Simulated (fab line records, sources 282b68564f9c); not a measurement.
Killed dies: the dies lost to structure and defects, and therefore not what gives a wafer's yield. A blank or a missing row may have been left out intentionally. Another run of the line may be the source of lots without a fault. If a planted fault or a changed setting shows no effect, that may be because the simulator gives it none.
Which of the tools did it?    flow rit cmos    39 wafers from 13 lots sampled at 2 of the route's 202 steps

== WHAT EACH GAUGE READ, for each wafer ==
Not one reading of a measure or inspect step in the record can be checked against a usual standard deviation.

== TOOL THAT RAN EACH LOT (tool first, then ch and the chambers of the sampled wafers, then the start) ==
lot   RIT_CONTACT_CVD_00              RIT_M1_PROBE_99
L820  pecvd-02 ch 0,1,2, day 3 03:05  -
L821  pecvd-01 ch 1,2, day 3 06:26    -
L822  pecvd-04 ch 0,1, day 3 13:40    -
L823  pecvd-02 ch 0,2, day 3 16:59    -
L824  pecvd-01 ch 0,2, day 3 22:35    -
L825  pecvd-04 ch 0,2, day 4 03:12    -
L831  pecvd-04 ch 0,1,2, day 5 13:38  prober-02, day 5 20:59
L834  pecvd-04 ch 1,2, day 6 09:28    prober-01, day 6 16:22
L836  pecvd-01 ch 0,2, day 6 21:50    -
L838  pecvd-02 ch 1,2, day 7 04:40    -
L839  pecvd-01 ch 1,2, day 7 10:37    -
L841  pecvd-02 ch 0,1, day 7 17:53    -
L842  pecvd-01 ch 0,2, day 7 21:24    -
- RIT_CONTACT_CVD_00: deposits SiO2 from TEOS, target thk 400 nm, time 61 s.
- RIT_M1_PROBE_99

== WHAT THE TOOLS THEMSELVES READ (means of the sampled wafers that have a number; where no wafer has one, the mark that the record gives instead) ==
RIT_CONTACT_CVD_00. Usual: heater power w 314 W, standard deviation 47; rf fwd power W 396.1 W, standard deviation 1.8.
lot   tool      heater power w (W)  rf fwd power W (W)  flag
L820  pecvd-02  340                 398.4               
L821  pecvd-01  336                 397.0               
L822  pecvd-04  289                 395.8               
L823  pecvd-02  371                 396.9               
L824  pecvd-01  297                 396.6               
L825  pecvd-04  257                 396.5               
L831  pecvd-04  297                 395.6               
L834  pecvd-04  276                 395.6               
L836  pecvd-01  313                 395.5               
L838  pecvd-02  308                 398.4               
L839  pecvd-01  289                 395.2               
L841  pecvd-02  300                 397.4               
L842  pecvd-01  304                 394.4               

RIT_M1_PROBE_99. Usual: killed_at_M0_to_M3 0.0, standard deviation 0.12; killed at contacts 0.1, standard deviation 0.24; killed at front end 6.6, standard deviation 2.7; killed dies 6.6, standard deviation 2.7; killed open 3.3, standard deviation 1.8; killed short 3.4, standard deviation 1.9.
lot   tool       killed_at_M0_to_M3  killed at contacts  killed at front end  killed dies  killed open  killed short  flag
L831  prober-02  0.0                 11.0                7.0                  18.0         3.3          3.7           OFF
L834  prober-01  0.0                 25.0                7.0                  32.0         3.3          3.7           OFF

== THE ANSWER, worked out from the rows above alone ==
Rule: take the mean of a lot's wafers that have a number; if it is more than 3 standard deviations from the usual mean, the lot is off. Also off: a lot with no number at a reading for which 4 or more lots have one. Where the step has rows for the other lots, those lots are counted as sound. After the gauges, taken in route order, come the tools' own readings; for these a lot's mean is taken, as printed above. The first step at which some lot is off is used, and at that step the reading that is off furthest; a lot without a number counts as furthest.
Off at RIT_M1_PROBE_99 (killed at contacts): L831, L834. Neither off nor sound, because the step has no rows for them: L820, L821, L822, L823, L824, L825, L836, L838, L839, L841, L842.
A tool fits if, at that step or a process step before it, it ran every lot that is off, and no sound lot after the first of them. One candidate fits, namely pecvd-04 at RIT_CONTACT_CVD_00. It ran no sound lot before its first lot that is off in this sample, so the start can't be narrowed down.

== WHAT THE SIMULATOR PUT IN ==
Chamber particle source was pecvd-04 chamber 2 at RIT_CONTACT_CVD_00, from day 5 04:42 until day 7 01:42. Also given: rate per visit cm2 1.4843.
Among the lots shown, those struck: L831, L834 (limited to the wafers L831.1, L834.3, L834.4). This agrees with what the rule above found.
